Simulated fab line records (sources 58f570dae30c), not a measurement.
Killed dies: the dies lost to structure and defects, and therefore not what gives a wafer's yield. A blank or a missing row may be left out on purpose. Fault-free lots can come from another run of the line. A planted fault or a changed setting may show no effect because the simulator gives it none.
Which of the tools did it? ; flow berkeleyCmos170 ; 45 wafers sampled from 15 lots at 1 step of a route of 331

== WHAT THE GAUGES SHOWED, per wafer ==
UCB170_PLDD_TW_MEAS_11.
lot;measured;on;PLDD_TW
L488;day 6 10:14;filmMetro-02;1008 1013 1009
L489;day 6 14:37;filmMetro-04;1010 1004 998
L490;day 6 14:43;filmMetro-04;1014 1007 1011
L495;day 7 14:11;filmMetro-03;1013 1014 1008
L497;day 7 21:40;filmMetro-03;1014 1016 1014
L496;day 7 21:45;filmMetro-02;998 1001 1003
L502;day 8 18:33;filmMetro-03;1005 1006 1013
L500;day 8 18:55;filmMetro-03;1004 1006 1009
L501;day 8 19:03;filmMetro-02;999 994 998
L503;day 9 03:14;filmMetro-04;1007 1003 1003
L504;day 9 18:49;filmMetro-03;1011 1010 1010
L509;day 10 04:25;filmMetro-04;1002 1009 1006
L508;day 10 05:25;filmMetro-04;1005 998 999
L510;day 10 05:29;filmMetro-03;1003 1004 1009
L511;day 10 11:03;filmMetro-02;1007 1010 1015

== EACH LOT AND THE TOOL THAT RAN IT (in order: tool; ch and the chambers of the sampled wafers; start) ==
The record holds no process step before these readings.

== AS READ BY THE TOOLS THEMSELVES (means over the sampled wafers that have a number; for cases with no such wafer, the mark the record gives instead) ==
The record holds no such reading with a usual standard deviation.

== THE ANSWER, worked out from the rows above alone ==
Rule: the lots themselves supply what counts as usual. The widest of any qualifying gaps counts: lots, ordered by their means at a reading, are off when they make up no more than a third of the lots, leave a main group of 4 or more, and stand apart from it by 3 or more times the standard deviation of that group's means. A main group is skipped when, at the precision printed for the reading in the tables above, its means are all equal. Also off: a lot with no number at a reading for which 4 or more lots have one. Where the step has rows for the other lots, those lots are counted as sound. First the gauges in route order, then the tools' own readings, where a lot's mean is used as printed above. At the first step where some lot is off, the reading lying furthest off is the one used; lots without a number count as furthest.
Across all readings shown, no lot is off: no conclusion can be drawn from this.

== WHAT WAS PUT IN BY THE SIMULATOR ==
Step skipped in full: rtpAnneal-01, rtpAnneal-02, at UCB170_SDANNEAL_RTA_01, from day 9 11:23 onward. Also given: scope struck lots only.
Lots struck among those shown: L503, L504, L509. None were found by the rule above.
